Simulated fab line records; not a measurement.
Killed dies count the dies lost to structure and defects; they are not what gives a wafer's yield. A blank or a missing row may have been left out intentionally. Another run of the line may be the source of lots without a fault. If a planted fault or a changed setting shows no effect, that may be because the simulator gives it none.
Which tool was responsible? | flow rit_cmos | 21 wafers from 7 lots sampled at 3 of the route's 202 steps

## WHAT THE GAUGES SHOWED, per wafer
RIT_WELLDRIVE_RS_MEAS_01: measures by four-point-probe.
lot  | measured    | on            | NWELL_RS (ohm/sq)
L413 | day 2 11:58 | film_metro-04 | 276.2 275.6 275.9
L415 | day 2 19:34 | film_metro-02 | 276.5 275.8 275.7
L417 | day 3 05:03 | film_metro-02 | 275.6 275.9 274.9
L419 | day 3 15:30 | film_metro-04 | 275.9 275.0 275.8
L424 | day 4 15:50 | film_metro-01 | 274.6 274.0 273.7
L429 | day 5 17:24 | film_metro-02 | 269.2 269.2 269.1 268.7 268.9 269.5
L434 | day 6 18:06 | film_metro-01 | 275.3 275.2 275.5

## WHICH TOOL RAN EACH LOT (tool, then ch and the chambers of the sampled wafers, then the start)
lot  | RIT_NWELL_IMPLANT_08           | RIT_PWELL_STRIP_09
L413 | implanter-03 ch 0, day 2 04:58 | plasma_asher-04 ch 0,1, day 2 06:40
L415 | implanter-03 ch 0, day 2 12:26 | plasma_asher-03 ch 0,1, day 2 14:15
L417 | implanter-03 ch 0, day 2 21:41 | plasma_asher-02 ch 0,1, day 2 23:25
L419 | implanter-02 ch 0, day 3 08:23 | plasma_asher-04 ch 0,1, day 3 10:04
L424 | implanter-01 ch 0, day 4 08:35 | plasma_asher-04 ch 0,1, day 4 10:28
L429 | implanter-02 ch 0, day 5 09:39 | plasma_asher-04 ch 0,1, day 5 11:21
L434 | implanter-03 ch 0, day 6 10:57 | plasma_asher-03 ch 0,1, day 6 12:47
- RIT_NWELL_IMPLANT_08
- RIT_PWELL_STRIP_09: strips in O2, time 180 s.

## THE ANSWER, worked out from the rows above alone
Rule: what is usual is taken from the lots themselves. The widest of any qualifying gaps counts: lots, ordered by their means at a reading, are off when they make up no more than a third of the lots, leave a main group of 4 or more, and stand apart from it by 3 or more times the standard deviation of that group's means. The tables above print the reading to a certain number of digits; a main group whose means all agree to those digits is not used. Also off: a lot with no number at a reading for which 4 or more lots have one. Any other lot the step has rows for is counted as sound.
Off: L429, seen at RIT_WELLDRIVE_RS_MEAS_01 (NWELL_RS). The main group: mean 275.4 ohm/sq, standard deviation 0.62.
A tool fits if, at a process step before that reading, it ran every lot that is off, and no sound lot after the first of them. Those tools and the gauges at RIT_WELLDRIVE_RS_MEAS_01 are tried in the same way. Can't be told from this: 3 tools fit, implanter-02 at RIT_NWELL_IMPLANT_08, plasma_asher-04 at RIT_PWELL_STRIP_09, film_metro-02 at RIT_WELLDRIVE_RS_MEAS_01.

## WHAT THE SIMULATOR PUT IN
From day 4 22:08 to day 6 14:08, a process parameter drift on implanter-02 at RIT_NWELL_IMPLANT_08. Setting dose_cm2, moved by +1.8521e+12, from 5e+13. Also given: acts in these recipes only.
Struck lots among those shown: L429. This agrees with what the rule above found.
